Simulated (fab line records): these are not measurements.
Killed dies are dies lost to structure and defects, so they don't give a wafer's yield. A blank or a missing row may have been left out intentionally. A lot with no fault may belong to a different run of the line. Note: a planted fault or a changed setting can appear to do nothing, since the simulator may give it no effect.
Comparing a struck lot with a sound one || flow berkeley_cmos170 || 14 steps out of a route of 331
Sound: these wafers, L813.1, L813.2, L813.5. Struck: wafers L804.1, L804.2, L804.3. Last of all comes the cause.
Order at every step that has rows: each side's tool, ch and its chambers, its first start. Under that, the readings that differ: sound wafers || struck wafers || difference of the means || sigmas: that difference in standard deviations of wafers without a fault.
alike: readings whose means differ by less than 2 such deviations, and words and numbers that are the same on both sides. not compared: withheld readings, readings that some wafer has no value for, bounds like >300 that may hide the same value, and numbers for which the record gives no deviation and whose values overlap.
Wherever a step has rows on one side only, a row that says differs or no value, or a row with sigmas, the two part there. Numbers that don't overlap but have no deviation are shown without sigmas and don't part them. A reading missing from all wafers of one side parts the sides only when that side holds two or more wafers.

UCB170_M3_RS_MEAS_02: measurement is done with a four-point probe.
  sound: film_metro-02 at day 11 16:39; struck: film_metro-02 at day 10 00:41
  alike: M3_AL_RS
UCB170_M3_THK_MEAS_03: measures by xrf.
  sound: film_metro-02 at day 11 16:46; struck: film_metro-02 at day 10 00:49
  alike: M3_AL_THK
then, 3 steps without rows for these wafers: UCB170_M3_HMDS_04 (prime time 60 s); UCB170_M3_COAT_05 (resist thk 900 nm); UCB170_M3_SOFTBAKE_06 (time 60 s).
UCB170_M3_STRIP_07: strips in O2.
  sound on plasma_asher-03 ch 0,1, day 11 17:29; struck on plasma_asher-04 ch 0,1, day 10 01:19
  alike: drypump_motor_current_A, oes_product_au, strip_time_to_endpoint_s
  not compared: rf_hours_counter_h
then, 6 steps without rows for these wafers: UCB170_M3_STRIP_08 (strips KrF in DMSO, time 600 s); UCB170_M3_COAT_09; UCB170_M3_COAT_10 (resist thk 900 nm); UCB170_M3_SOFTBAKE_11 (time 60 s); UCB170_M3_EXPOSE_12 (exposes mask METAL3, target cd 700 nm); UCB170_M3_PEB_13.
UCB170_M3_DEVELOP_14: develop time 45 s.
  sound on litho_track-02 ch 0, day 11 19:00; struck on litho_track-03, day 10 05:00
  no value came back on the struck wafers for chill_plate_temp_C (C), develop_time_s (s); on the sound wafers chill_plate_temp_C (C) reads 23.00 23.07 23.14
{"reading": "model.KrF_of_M3_COAT_10.thk_nm (nm)", "sound": "887.5 889.1 886.2", "struck": "899.4 897.1 900.9", "difference": "+11.5", "sigmas": ""}
UCB170_M3_CD_MEAS_15 targets a cd of 700 nm.
  sound: cd_sem-01 at day 11 19:24; struck: cd_sem-02 at day 10 05:08
{"reading": "cd_nm (nm)", "sound": "700.1 700.8 700.3", "struck": "- - -", "difference": "no value on the struck wafers", "sigmas": ""}

== WHERE THEY PART ==
At UCB170_M3_DEVELOP_14 first; at UCB170_M3_CD_MEAS_15 last (within this record only).

WHY: what the simulator had put in
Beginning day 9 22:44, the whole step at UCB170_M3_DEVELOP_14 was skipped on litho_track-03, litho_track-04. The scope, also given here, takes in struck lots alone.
